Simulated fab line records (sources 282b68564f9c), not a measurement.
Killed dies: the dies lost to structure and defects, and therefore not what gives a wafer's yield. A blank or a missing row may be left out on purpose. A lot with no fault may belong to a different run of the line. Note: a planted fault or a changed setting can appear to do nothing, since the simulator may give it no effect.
fab line records	flow rit-cmos
[record] lots = 6	wafers = 18	last-day = 7
route steps=202 shown SDANNEAL@153 PSD@157 NSD@158 PLDD@159 NLDD@160 SILICIDE@161 M1@202
lots that met no fault: from a run of the same line without faults
start-h: hours from the record's first day to the start of the lot's first wafer shown	wait-h: hours elapsed since this lot's preceding step	" as in the row above	L1.1+2: several wafers, shown together as one row	- no value, or no start given	* or withheld: withheld	< > ~ a bound
route shown NAME@n: names a module that has steps shown in the file, with the first one's number in the route	usual: mean and standard deviation over wafers with no fault	same: alike in all rows	chamber/n: place in a boat	sites: each site's reading	_std_site: the values' standard deviation	_edge_site: mean of outer sites minus mean of inner sites	radius-mm: how far each site lies from the wafer's centre	mask NAME#n: copy n	behind: the last tool/chamber to shape the wafer	hold: what put the lot on hold/how long, in hours/how the hold closed	device: which transistor (n, p or np) failed to switch	end of line: at the end of the route, the tests of the same wafers	a step given without rows: its recipe and nothing more	killed: the dies lost at the first sort to structure and to defects; this is not the yield of the wafer	map: a wafer's dies, marking killed ones x, the rest . and places with no die _
set.NAME: the run value of the setting; set.NAME@STEP: its run value at that earlier step	model.NAME: the simulator's own value behind a step, which no gauge read
lots at some steps of the route; a table a step, a row a wafer
services: when a tool's chamber went out of use (start-h, in hours from the record's first day, below 0 if earlier), for how many hours, and the reason
[[steps]]
[step RIT_SDANNEAL_CLEAN_00]
[recipe] chemistry = SC1	mix = 3:3:50	time-s = 600	temp-c = 75
[step RIT_SDANNEAL_CLEAN_01]
[recipe] chemistry = dHF	dilution = 50:1	time-s = 30
[step RIT_SDANNEAL_CLEAN_02]
[recipe] chemistry = SC2	mix = 3:3:50	time-s = 600	temp-c = 75	dry = n2-spin
[step RIT_SDANNEAL_RTA_03]
[recipe] temp-c = 1050	time-s = 5	idle-temp-c = 600	ramp-up-c-per-s = 342	ramp-down-c-per-s = 171	cool-to-c = 600	ambient = N2
[usual] anneal-temp-c-max = 1054.7/1.3	chamber-o2-ppm = 1.993/0.021	wafer_temp_C_max = 1053.6/1.3
lot.wafer	tool	chamber	start-h	wait-h	anneal-temp-c-max	chamber-o2-ppm	wafer_temp_C_max
L685.2	rtp-anneal-01	0	78.96	0.0	1055.4	1.973	1055.0
L685.4	"	0	"	"	1056.3	1.975	1054.5
L685.6	"	0	"	"	1056.1	1.959	1052.2
L686.2	rtp-anneal-02	0	85.52	0.0	1052.8	1.951	1054.4
L686.4	"	0	"	"	1053.9	1.996	1054.4
L686.5	"	0	"	"	1053.4	1.966	1054.4
L695.2	rtp-anneal-01	0	130.77	0.0	1055.4	1.979	1051.7
L695.3	"	0	"	"	1057.1	1.966	1052.9
L695.6	"	0	"	"	1056.6	1.979	1054.0
L697.1	rtp-anneal-01	0	139.38	0.0	1055.7	2.012	1056.2
L697.2	"	0	"	"	1054.9	2.011	1054.3
L697.3	"	0	"	"	1055.3	1.996	1053.0
L700.2	rtp-anneal-02	0	156.18	0.0	1055.1	1.967	1056.2
L700.4	"	0	"	"	1053.4	2.020	1053.3
L700.5	"	0	"	"	1052.8	1.984	1053.6
L702.2	rtp-anneal-02	0	165.02	0.0	1053.3	2.020	1055.0
L702.5	"	0	"	"	1054.0	2.021	1053.0
L702.6	"	0	"	"	1053.9	2.013	1054.9
[step RIT_SDANNEAL_RS_MEAS_04]
[recipe] thk-meas-gauge = four-point-probe
[usual] PSD_RS = 115.93/0.3
lot.wafer	tool	chamber	start-h	wait-h	PSD_RS[ohm/sq]
L685.2	film-metro-02	-	79.03	0.1	115.66
L685.4	"	-	"	"	116.32
L685.6	"	-	"	"	116.32
L686.2	film-metro-01	-	85.59	0.1	116.25
L686.4	"	-	"	"	116.35
L686.5	"	-	"	"	116.49
L695.2	film-metro-01	-	130.84	0.1	115.57
L695.3	"	-	"	"	115.57
L695.6	"	-	"	"	116.00
L697.1	film-metro-02	-	139.44	0.0	115.76
L697.2	"	-	"	"	115.90
L697.3	"	-	"	"	115.81
L700.2	film-metro-04	-	156.25	0.1	116.29
L700.4	"	-	"	"	115.78
L700.5	"	-	"	"	116.00
L702.2	film-metro-04	-	165.09	0.1	116.69
L702.5	"	-	"	"	116.21
L702.6	"	-	"	"	115.94
[step RIT_SDANNEAL_RS_MEAS_05]
[recipe] thk-meas-gauge = four-point-probe
[usual] NSD_RS = 84.6/0.33
lot.wafer	tool	chamber	start-h	wait-h	NSD_RS[ohm/sq]
L685.2	film-metro-02	-	79.15	0.1	85.0
L685.4	"	-	"	"	84.9
L685.6	"	-	"	"	85.0
L686.2	film-metro-01	-	85.71	0.1	84.6
L686.4	"	-	"	"	85.1
L686.5	"	-	"	"	85.0
L695.2	film-metro-01	-	130.96	0.1	85.1
L695.3	"	-	"	"	84.7
L695.6	"	-	"	"	84.8
L697.1	film-metro-02	-	139.56	0.1	84.2
L697.2	"	-	"	"	84.0
L697.3	"	-	"	"	84.1
L700.2	film-metro-04	-	156.37	0.1	84.5
L700.4	"	-	"	"	84.6
L700.5	"	-	"	"	84.7
L702.2	film-metro-04	-	165.21	0.1	84.9
L702.5	"	-	"	"	84.5
L702.6	"	-	"	"	84.4
[step RIT_SDANNEAL_RS_MEAS_06]
[recipe] thk-meas-gauge = four-point-probe
[usual] PLDD_RS = 178.6/0.53
lot.wafer	tool	chamber	start-h	wait-h	PLDD_RS[ohm/sq]
L685.2	film-metro-02	-	79.27	0.1	178.8
L685.4	"	-	"	"	179.1
L685.6	"	-	"	"	179.0
L686.2	film-metro-01	-	85.83	0.1	179.5
L686.4	"	-	"	"	178.8
L686.5	"	-	"	"	179.7
L695.2	film-metro-01	-	131.08	0.1	178.2
L695.3	"	-	"	"	178.6
L695.6	"	-	"	"	178.3
L697.1	film-metro-02	-	139.68	0.1	177.9
L697.2	"	-	"	"	178.1
L697.3	"	-	"	"	177.9
L700.2	film-metro-04	-	156.49	0.1	178.6
L700.4	"	-	"	"	178.7
L700.5	"	-	"	"	178.5
L702.2	film-metro-04	-	165.33	0.1	178.4
L702.5	"	-	"	"	178.6
L702.6	"	-	"	"	178.8
[step RIT_SDANNEAL_RS_MEAS_07]
[recipe] thk-meas-gauge = four-point-probe
[usual] NLDD_RS = 151.6/0.54
lot.wafer	tool	chamber	start-h	wait-h	NLDD_RS[ohm/sq]
L685.2	film-metro-02	-	79.39	0.1	152.3
L685.4	"	-	"	"	152.3
L685.6	"	-	"	"	152.5
L686.2	film-metro-01	-	85.95	0.1	151.3
L686.4	"	-	"	"	151.8
L686.5	"	-	"	"	151.4
L695.2	film-metro-01	-	131.20	0.1	151.8
L695.3	"	-	"	"	151.4
L695.6	"	-	"	"	151.5
L697.1	film-metro-02	-	139.80	0.1	150.9
L697.2	"	-	"	"	151.1
L697.3	"	-	"	"	150.7
L700.2	film-metro-04	-	156.61	0.1	151.1
L700.4	"	-	"	"	152.0
L700.5	"	-	"	"	150.9
L702.2	film-metro-04	-	165.45	0.1	151.4
L702.5	"	-	"	"	151.2
L702.6	"	-	"	"	151.6
[step RIT_SILICIDE_WET_ETCH_00]
[recipe] chemistry = BOE	target = SiO2	target-depth-nm = 14	time-s = 15	dry = n2-spin	dilution = 10:1	temp-c = 21.5
[step RIT_SILICIDE_SPUTTER_01]
[recipe] material = Ti	target-thk-nm = 30	power-w = 350	chamber-pressure-pa = 0.667	gas = Ar	time-s = 240	substrate-temp-c = 25
[usual] throttle-valve-pct = 30.2/1.1
lot.wafer	tool	chamber	start-h	wait-h	throttle-valve-pct
L685.2	pvd-sputter-03	-	79.51	0.0	28.3
L685.4	"	-	"	"	31.2
L685.6	"	-	"	"	28.7
L686.2	pvd-sputter-04	-	86.06	0.0	30.4
L686.4	"	-	"	"	31.0
L686.5	"	-	"	"	30.3
L695.2	pvd-sputter-03	-	131.32	0.0	32.2
L695.3	"	-	"	"	31.0
L695.6	"	-	"	"	29.6
L697.1	pvd-sputter-04	-	139.93	0.0	30.7
L697.2	"	-	"	"	28.8
L697.3	"	-	"	"	30.1
L700.2	pvd-sputter-04	-	156.72	0.0	29.2
L700.4	"	-	"	"	29.8
L700.5	"	-	"	"	30.5
L702.2	pvd-sputter-02	-	165.57	0.0	30.4
L702.5	"	-	"	"	29.3
L702.6	"	-	"	"	31.5
[step RIT_SILICIDE_RS_MEAS_02]
[recipe] thk-meas-gauge = four-point-probe	reads = Ti_of_SILICIDE_SPUTTER_01
[usual] SILICIDE_TI_RS = 47.7/0.72
lot.wafer	tool	chamber	start-h	wait-h	SILICIDE_TI_RS[ohm/sq]
L685.2	film-metro-04	-	79.68	0.1	47.5
L685.4	"	-	"	"	47.7
L685.6	"	-	"	"	47.5
L686.2	film-metro-04	-	86.23	0.1	47.6
L686.4	"	-	"	"	48.2
L686.5	"	-	"	"	47.6
L695.2	film-metro-04	-	131.49	0.1	48.5
L695.3	"	-	"	"	48.1
L695.6	"	-	"	"	47.3
L697.1	film-metro-03	-	140.08	0.1	47.2
L697.2	"	-	"	"	47.4
L697.3	"	-	"	"	47.1
L700.2	film-metro-02	-	156.89	0.1	47.3
L700.4	"	-	"	"	47.6
L700.5	"	-	"	"	47.5
L702.2	film-metro-03	-	165.74	0.1	47.0
L702.5	"	-	"	"	47.8
L702.6	"	-	"	"	47.8
[step RIT_SILICIDE_THK_MEAS_03]
[recipe] thk-meas-gauge = xrf	reads = Ti_of_SILICIDE_SPUTTER_01
[usual] SILICIDE_TI_THK = 29.6/0.39
lot.wafer	tool	chamber	start-h	wait-h	SILICIDE_TI_THK[nm]
L685.2	film-metro-04	-	79.79	0.1	29.8
L685.4	"	-	"	"	29.7
L685.6	"	-	"	"	29.8
L686.2	film-metro-04	-	86.34	0.1	29.6
L686.4	"	-	"	"	29.5
L686.5	"	-	"	"	29.8
L695.2	film-metro-04	-	131.60	0.1	29.4
L695.3	"	-	"	"	29.7
L695.6	"	-	"	"	30.1
L697.1	film-metro-03	-	140.20	0.1	29.8
L697.2	"	-	"	"	29.8
L697.3	"	-	"	"	30.0
L700.2	film-metro-02	-	157.00	0.1	29.7
L700.4	"	-	"	"	29.5
L700.5	"	-	"	"	29.7
L702.2	film-metro-03	-	165.85	0.1	29.9
L702.5	"	-	"	"	29.4
L702.6	"	-	"	"	29.4
[step RIT_SILICIDE_RTA_04]
[recipe] temp-c = 650	time-s = 10	idle-temp-c = 25	ramp-up-s = 5	ramp-down-s = 5	cool-to-c = 25	ambient = N2
[usual] chamber-o2-ppm = 1.997/0.023	wafer_temp_C_max = 652.2/0.52
lot.wafer	tool	chamber	start-h	wait-h	chamber-o2-ppm	wafer_temp_C_max
L685.2	rtp-anneal-02	0	79.85	0.1	1.986	652.6
L685.4	"	0	"	"	2.019	653.7
L685.6	"	0	"	"	2.030	652.4
L686.2	rtp-anneal-01	0	86.40	0.1	2.009	652.0
L686.4	"	0	"	"	1.997	651.4
L686.5	"	0	"	"	2.010	651.5
L695.2	rtp-anneal-02	0	131.66	0.1	2.035	627.1
L695.3	"	0	"	"	2.013	627.9
L695.6	"	0	"	"	1.998	627.3
L697.1	rtp-anneal-02	0	140.26	0.1	2.030	626.8
L697.2	"	0	"	"	2.010	627.1
L697.3	"	0	"	"	2.010	627.5
L700.2	rtp-anneal-01	0	157.06	0.1	1.999	651.7
L700.4	"	0	"	"	2.016	651.4
L700.5	"	0	"	"	2.012	652.2
L702.2	rtp-anneal-01	0	165.91	0.1	1.992	651.8
L702.5	"	0	"	"	1.985	651.7
L702.6	"	0	"	"	2.010	652.3
[step RIT_SILICIDE_WET_ETCH_05]
[recipe] chemistry = SPM	target = Ti	temp-c = 90	time-s = 120	dry = n2-spin
[step RIT_M1_PROBE_99]
[usual] killed_at_M0_to_M3 = 0.0/0.12	killed-at-contacts = 0.1/0.25	killed-at-front-end = 6.8/2.7	killed-dies = 6.8/2.7	killed-open = 3.4/1.8	killed-short = 3.5/1.7
[same] gross-dies = 264	killed_at_M4_up = 0	killed-at-back-side = 0	killed-at-other = 0
lot.wafer	tool	chamber	start-h	wait-h	killed_at_M0_to_M3	killed-at-contacts	killed-at-front-end	killed-dies	killed-open	killed-short
L685.2	prober-02	-	86.59	0.1	0	0	4	4	1	3
L685.4	prober-02	-	86.69	0.2	0	0	5	5	3	2
L685.6	prober-02	-	86.79	0.2	0	0	3	3	2	1
L686.2	prober-01	-	93.09	0.1	0	0	7	7	3	4
L686.4	prober-01	-	93.19	0.2	0	1	4	5	0	5
L686.5	prober-01	-	93.24	0.2	0	0	7	7	2	5
L695.2	prober-01	-	138.36	0.1	0	0	6	6	2	4
L695.3	prober-01	-	138.41	0.2	0	0	6	6	5	1
L695.6	prober-01	-	138.56	0.2	0	0	7	7	5	2
L697.1	prober-01	-	146.85	0.1	0	0	5	5	3	2
L697.2	prober-01	-	146.90	0.1	0	0	9	9	3	6
L697.3	prober-01	-	146.95	0.2	1	0	6	7	4	3
L700.2	prober-01	-	163.53	0.1	0	1	10	11	5	6
L700.4	prober-01	-	163.63	0.2	0	0	4	4	2	2
L700.5	prober-01	-	163.68	0.2	0	0	3	3	1	2
L702.2	prober-01	-	172.51	0.1	0	0	8	8	4	4
L702.5	prober-01	-	172.66	0.2	0	0	11	11	5	6
L702.6	prober-01	-	172.71	0.2	0	0	12	12	8	4
// killed by level:class
L685.2 FOX1:geometric-particle:open=1 GATE:geometric-particle:short=1 REOX:geometric-particle:short=1 SILICIDE:geometric-particle:short=1
L685.4 FOX2:geometric-particle:short=1 FOX2:geometric-particle:open=1 GATE:geometric-particle:open=1 GATE:geometric-particle:short=1 SILICIDE:geometric-particle:open=1
L685.6 FOX1:geometric-particle:open=1 GATE:geometric-particle:short=1 GATE:geometric-particle:open=1
L686.2 GATE:geometric-particle:short=3 GATE:geometric-particle:open=2 FOX2:geometric-particle:open=1 SPACER:geometric-particle:short=1
L686.4 FOX1:geometric-particle:short=2 GATE:geometric-particle:short=1 SPACER:geometric-particle:short=1 CONTACT:geometric-particle:short=1
L686.5 GATE:geometric-particle:open=2 GATE:geometric-particle:short=2 REOX:geometric-particle:short=1 SPACER:geometric-particle:short=1 SILICIDE:geometric-particle:short=1
L695.2 FOX1:geometric-particle:short=2 FOX1:geometric-particle:open=1 GATE:geometric-particle:short=1 SPACER:geometric-particle:short=1 SPACER:geometric-particle:open=1
L695.3 FOX1:geometric-particle:open=2 FOX2:geometric-particle:short=1 GATE:geometric-particle:open=1 REOX:geometric-particle:open=1 SILICIDE:geometric-particle:open=1
L695.6 FOX1:geometric-particle:open=3 GATE:geometric-particle:short=1 REOX:geometric-particle:open=1 SPACER:geometric-particle:short=1 SPACER:geometric-particle:open=1
L697.1 GATE:geometric-particle:open=2 FOX1:geometric-particle:short=1 FOX1:geometric-particle:open=1 REOX:geometric-particle:short=1
L697.2 GATE:geometric-particle:short=2 REOX:geometric-particle:short=2 FOX1:geometric-particle:short=1 GATE:geometric-particle:open=1 REOX:geometric-particle:open=1 SPACER:geometric-particle:open=1 SPACER:geometric-particle:short=1
L697.3 FOX1:geometric-particle:open=2 GATE:geometric-particle:open=1 SILICIDE:geometric-particle:short=1 REOX:geometric-particle:short=1 SPACER:geometric-particle:open=1 M1:geometric-particle:short=1
L700.2 GATE:geometric-particle:short=3 GATE:geometric-particle:open=2 FOX1:geometric-particle:short=1 FOX1:geometric-particle:open=1 FOX2:geometric-particle:short=1 REOX:geometric-particle:short=1 SILICIDE:geometric-particle:open=1 CONTACT:geometric-particle:open=1
L700.4 GATE:geometric-particle:short=1 REOX:geometric-particle:open=1 REOX:geometric-particle:short=1 SILICIDE:geometric-particle:open=1
L700.5 FOX1:geometric-particle:short=1 GATE:geometric-particle:short=1 SILICIDE:geometric-particle:open=1
L702.2 GATE:geometric-particle:open=3 GATE:geometric-particle:short=2 SILICIDE:geometric-particle:short=2 FOX1:geometric-particle:open=1
L702.5 GATE:geometric-particle:open=3 FOX1:geometric-particle:short=2 FOX1:geometric-particle:open=2 REOX:geometric-particle:short=2 FOX2:geometric-particle:short=1 GATE:geometric-particle:short=1
L702.6 GATE:geometric-particle:open=3 SPACER:geometric-particle:open=3 FOX2:geometric-particle:open=2 GATE:geometric-particle:short=2 FOX2:geometric-particle:short=1 SPACER:geometric-particle:short=1
[[services]]
tool	chamber	start-h	hours	kind
rtp-anneal-01	-	66.52	0.7	pm
pvd-sputter-04	-	87.40	3.9	repair
pvd-sputter-04	-	100.84	0.8	repair
pvd-sputter-02	-	129.59	12.5	repair
pvd-sputter-03	-	139.66	2.1	repair
pvd-sputter-02	-	142.72	5.9	repair
pvd-sputter-03	-	148.31	17.6	repair
[[key]]
[first-sign] step = RIT_SILICIDE_RTA_04	reading = wafer_temp_C_max	direction = down	sigmas = 48	usual = *	struck = *
effect none on later readings
met-at RIT_SILICIDE_RTA_04
struck-wafers L695.2,L695.3,L695.6,L697.1,L697.2,L697.3
tester-left-out L695,L697
onset-between 79.85 131.66
[fault] kind = process-parameter-drift	tool = rtp-anneal-02	chamber = -	onset-h = 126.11	steps = RIT_SILICIDE_RTA_04	channel = temp-c	offset = *	shape = step	end-h = 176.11	acts-in = *	stated = *
// tester-left-out: of these lots the tester's yield and bins aren't shown, on N5 and GAA mostly nor the transistor test; their killed dies are dies lost to structure and defects alone, not to doping, threshold or leakage, so they don't give the yield
